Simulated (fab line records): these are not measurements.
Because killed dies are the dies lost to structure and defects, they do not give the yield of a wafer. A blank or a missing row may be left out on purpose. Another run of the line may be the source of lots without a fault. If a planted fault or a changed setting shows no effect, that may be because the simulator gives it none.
Split-lot trial :: flow rit cmos :: 5 lots, 23 wafers read, on a route of 202 steps

ON THE SPLIT
At RIT_NRETRO_IMPLANT_08, the setting energy kev was moved away from the recipe's 70 on 8 of the 23 wafers read, by -5.7% to +3.6%. All remaining wafers had this setting at the recipe value.

The reading is taken at the split's own step.

THE READING
The simulator's own value implant.drp nm, read by no gauge, in nm at RIT_NRETRO_IMPLANT_08. The file does not state a usual value for it.

wafer: L077.1
tool, chamber at the split: implanter-03, 0
energy kev as run: 70
against the recipe: recipe
implant.drp nm, nm: 33.94
against lot-mates on the recipe: -

wafer: L077.4
tool, chamber at the split: implanter-03, 0
energy kev as run: 70
against the recipe: recipe
implant.drp nm, nm: 33.94
against lot-mates on the recipe: -

wafer: L077.5
tool, chamber at the split: implanter-03, 0
energy kev as run: 70
against the recipe: recipe
implant.drp nm, nm: 33.94
against lot-mates on the recipe: -

wafer: L077.2
tool, chamber at the split: implanter-03, 0
energy kev as run: 72.52
against the recipe: +3.6%
implant.drp nm, nm: 34.96
against lot-mates on the recipe: +1.02

wafer: L077.6
tool, chamber at the split: implanter-03, 0
energy kev as run: 72.52
against the recipe: +3.6%
implant.drp nm, nm: 34.96
against lot-mates on the recipe: +1.02

wafer: L078.1
tool, chamber at the split: implanter-03, 0
energy kev as run: 70
against the recipe: recipe
implant.drp nm, nm: 33.94
against lot-mates on the recipe: -

wafer: L078.2
tool, chamber at the split: implanter-03, 0
energy kev as run: 70
against the recipe: recipe
implant.drp nm, nm: 33.94
against lot-mates on the recipe: -

wafer: L078.4
tool, chamber at the split: implanter-03, 0
energy kev as run: 70
against the recipe: recipe
implant.drp nm, nm: 33.94
against lot-mates on the recipe: -

wafer: L078.5
tool, chamber at the split: implanter-03, 0
energy kev as run: 66.03
against the recipe: -5.7%
implant.drp nm, nm: 32.29
against lot-mates on the recipe: -1.65

wafer: L078.6
tool, chamber at the split: implanter-03, 0
energy kev as run: 66.03
against the recipe: -5.7%
implant.drp nm, nm: 32.29
against lot-mates on the recipe: -1.65

wafer: L079.1
tool, chamber at the split: implanter-04, 0
energy kev as run: 67.99
against the recipe: -2.9%
implant.drp nm, nm: 33.11
against lot-mates on the recipe: -0.83

wafer: L079.6
tool, chamber at the split: implanter-04, 0
energy kev as run: 67.99
against the recipe: -2.9%
implant.drp nm, nm: 33.11
against lot-mates on the recipe: -0.83

wafer: L079.2
tool, chamber at the split: implanter-04, 0
energy kev as run: 70
against the recipe: recipe
implant.drp nm, nm: 33.94
against lot-mates on the recipe: -

wafer: L079.3
tool, chamber at the split: implanter-04, 0
energy kev as run: 70
against the recipe: recipe
implant.drp nm, nm: 33.94
against lot-mates on the recipe: -

wafer: L079.5
tool, chamber at the split: implanter-04, 0
energy kev as run: 70
against the recipe: recipe
implant.drp nm, nm: 33.94
against lot-mates on the recipe: -

wafer: L084.1
tool, chamber at the split: implanter-03, 0
energy kev as run: 70
against the recipe: recipe
implant.drp nm, nm: 33.94
against lot-mates on the recipe: -

wafer: L084.2
tool, chamber at the split: implanter-03, 0
energy kev as run: 70
against the recipe: recipe
implant.drp nm, nm: 33.94
against lot-mates on the recipe: -

wafer: L084.3
tool, chamber at the split: implanter-03, 0
energy kev as run: 70
against the recipe: recipe
implant.drp nm, nm: 33.94
against lot-mates on the recipe: -

wafer: L084.4
tool, chamber at the split: implanter-03, 0
energy kev as run: 71.43
against the recipe: +2.0%
implant.drp nm, nm: 34.52
against lot-mates on the recipe: +0.58

wafer: L084.6
tool, chamber at the split: implanter-03, 0
energy kev as run: 71.43
against the recipe: +2.0%
implant.drp nm, nm: 34.52
against lot-mates on the recipe: +0.58

wafer: L085.3
tool, chamber at the split: implanter-03, 0
energy kev as run: 70
against the recipe: recipe
implant.drp nm, nm: 33.94
against lot-mates on the recipe: -

wafer: L085.4
tool, chamber at the split: implanter-03, 0
energy kev as run: 70
against the recipe: recipe
implant.drp nm, nm: 33.94
against lot-mates on the recipe: -

wafer: L085.5
tool, chamber at the split: implanter-03, 0
energy kev as run: 70
against the recipe: recipe
implant.drp nm, nm: 33.94
against lot-mates on the recipe: -

FIT RESULTS
A straight line over all 23 wafers: implant.drp nm changes by +0.288 nm for each +1% of energy kev; r = +1.00; the points scatter about the line by 0.0066 nm.
The same after taking each lot's own level away (the mean of its wafers on the recipe; 23 wafers): +0.288 nm for each +1%; r = +1.00; scatter 0.0066 nm.
On that fit, the largest move of energy kev shifts the reading by 1.6 nm.
The lots' own levels span 33.940 to 33.940 nm.
Consequently the slope shifts little with the lot-to-lot level, the two slopes agreeing.
Check: for one of the wafers moved furthest among these (-5.7%), held out of the fit, the line's prediction against its lot-mates is -1.63 nm. It came out at -1.65 nm against them.

FURTHER SPLITS ON THESE WAFERS
Note: prior to the reading, these wafers also went through further splits. Each is held against what the fit with the lots' levels taken away leaves over:
other split on the same wafers: RIT_ACTIVE_EXPOSE_08 dose mj
wafers away from the commonest value: 8
r with implant.drp nm (lot level and that fit taken away): +0.41

other split on the same wafers: RIT_ACTIVE_ETCH_13 over etch frac
wafers away from the commonest value: 8
r with implant.drp nm (lot level and that fit taken away): +0.21

other split on the same wafers: RIT_NWELL_IMPLANT_08 dose cm2
wafers away from the commonest value: 7
r with implant.drp nm (lot level and that fit taken away): +0.08

other split on the same wafers: RIT_PWELL_HARDBAKE_07 temp c
wafers away from the commonest value: 9
r with implant.drp nm (lot level and that fit taken away): -0.09

other split on the same wafers: RIT_NRETRO_SOFTBAKE_02 temp c
wafers away from the commonest value: 11
r with implant.drp nm (lot level and that fit taken away): +0.38

THE WHOLE CHAIN: every reading that the file lists as answering this split, in the file's order
step: RIT_NRETRO_IMPLANT_08
what it does: 
reading: implant.rp nm (the simulator's own value, which no gauge read)
change (the file's fit): +0.869 nm for each +1% of the setting
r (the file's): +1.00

step: RIT_NRETRO_IMPLANT_08
what it does: 
reading: implant.drp nm (the simulator's own value, which no gauge read)
change (the file's fit): +0.289 nm for each +1% of the setting
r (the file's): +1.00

THE FILE'S OWN FIT
implant.drp nm changes by +0.289 nm for each +1% of energy kev, r = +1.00.
